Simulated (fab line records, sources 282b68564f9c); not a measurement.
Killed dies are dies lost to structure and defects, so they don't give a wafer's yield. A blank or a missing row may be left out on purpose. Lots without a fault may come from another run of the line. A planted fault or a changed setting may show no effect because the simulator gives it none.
Split-lot experiment | flow rit_cmos | 5 lots, 23 wafers read, on a route of 202 steps

THE SPLIT
At RIT_SILICIDE_SPUTTER_01 (material Ti, target thk 30 nm, time 240 s), the setting time_s was moved away from the recipe's 240 s on 7 of the 23 wafers read, by +4.1% to +13.3%. The other wafers ran this setting at the recipe's value.

FROM THE SPLIT TO THE READING: what the file shows between them, 1 step
- RIT_SILICIDE_RS_MEAS_02: measures by four-point-probe

THE READING
SILICIDE_TI_THK, in nm, at RIT_SILICIDE_THK_MEAS_03 (measures by xrf). Fault-free wafers of this fab line usually give 31.0 nm, standard deviation 0.4 nm.

wafer  | tool, chamber at the split | time_s as run, s | against the recipe | SILICIDE_TI_THK, nm | against lot-mates on the recipe
L074.1 | pvd_sputter-04, -          | 240              | recipe             | 31.2                | -
L074.2 | pvd_sputter-04, -          | 240              | recipe             | 30.9                | -
L074.3 | pvd_sputter-04, -          | 272              | +13.3%             | 35.8                | +4.7
L074.4 | pvd_sputter-04, -          | 240              | recipe             | 31.3                | -
L074.6 | pvd_sputter-04, -          | 272              | +13.3%             | 35.3                | +4.2
L077.1 | pvd_sputter-01, -          | 240              | recipe             | 30.5                | -
L077.2 | pvd_sputter-01, -          | 240              | recipe             | 30.1                | -
L077.4 | pvd_sputter-01, -          | 240              | recipe             | 30.3                | -
L077.5 | pvd_sputter-01, -          | 240              | recipe             | 30.2                | -
L077.6 | pvd_sputter-01, -          | 240              | recipe             | 30.7                | -
L078.1 | pvd_sputter-03, -          | 240              | recipe             | 31.3                | -
L078.2 | pvd_sputter-03, -          | 240              | recipe             | 30.7                | -
L078.6 | pvd_sputter-03, -          | 240              | recipe             | 30.9                | -
L080.1 | pvd_sputter-04, -          | 240              | recipe             | 31.2                | -
L080.2 | pvd_sputter-04, -          | 240              | recipe             | 31.6                | -
L080.3 | pvd_sputter-04, -          | 240              | recipe             | 30.9                | -
L080.4 | pvd_sputter-04, -          | 271.8            | +13.3%             | 35.7                | +4.5
L080.5 | pvd_sputter-04, -          | 271.8            | +13.3%             | 35.5                | +4.3
L084.1 | pvd_sputter-04, -          | 249.8            | +4.1%              | 32.7                | +1.0
L084.2 | pvd_sputter-04, -          | 240              | recipe             | 31.9                | -
L084.3 | pvd_sputter-04, -          | 240              | recipe             | 31.5                | -
L084.4 | pvd_sputter-04, -          | 249.8            | +4.1%              | 32.4                | +0.7
L084.6 | pvd_sputter-04, -          | 249.8            | +4.1%              | 32.5                | +0.8

THE FIT
A straight line over all 23 wafers: SILICIDE_TI_THK changes by +0.349 nm for each +1% of time_s; r = +0.97; the points scatter about the line by 0.45 nm.
The same after taking each lot's own level away (the mean of its wafers on the recipe; 23 wafers): +0.327 nm for each +1%; r = +0.99; scatter 0.29 nm.
On that fit, the largest move of time_s shifts the reading by 4.4 nm.
The lots' own levels span 30.36 to 31.70 nm, that is 3.3 times the standard deviation above.
So the lot-to-lot level changes the slope little: the two slopes agree.
Check: with one of the wafers moved furthest among these (+13.3%) left out of the fit, the line predicts +4.19 nm for it against its lot-mates. It came out at +4.67 nm against them.

OTHER SPLITS ON THESE WAFERS
These wafers also went through other splits before the reading. Each is held against what the fit with the lots' levels taken away leaves over:
other split on the same wafers   | wafers away from the commonest value | r with SILICIDE_TI_THK (lot level and that fit taken away)
RIT_SPACER_CVD_03 pressure_mtorr | 15                                   | -0.25
RIT_PSD_COAT_01 spin_rpm         | 9                                    | +0.26
RIT_SDANNEAL_CLEAN_01 time_s     | 15                                   | -0.31

THE WHOLE CHAIN: every reading that the file lists as answering this split, in the file's order
step                     | what it does                              | reading                                                                           | change (the file's fit)               | r (the file's)
RIT_SILICIDE_SPUTTER_01  | material Ti, target thk 30 nm, time 240 s | Ti_of_SILICIDE_SPUTTER_01.thk_nm (the simulator's own value, which no gauge read) | +0.311 nm for each +1% of the setting | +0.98
RIT_SILICIDE_RS_MEAS_02  | measures by four-point-probe              | SILICIDE_TI_RS                                                                    | -0.528 for each +1% of the setting    | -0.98
RIT_SILICIDE_THK_MEAS_03 | measures by xrf                           | SILICIDE_TI_THK                                                                   | +0.324 for each +1% of the setting    | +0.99

THE FILE'S OWN FIT
SILICIDE_TI_THK changes by +0.324 nm for each +1% of time_s, r = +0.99.
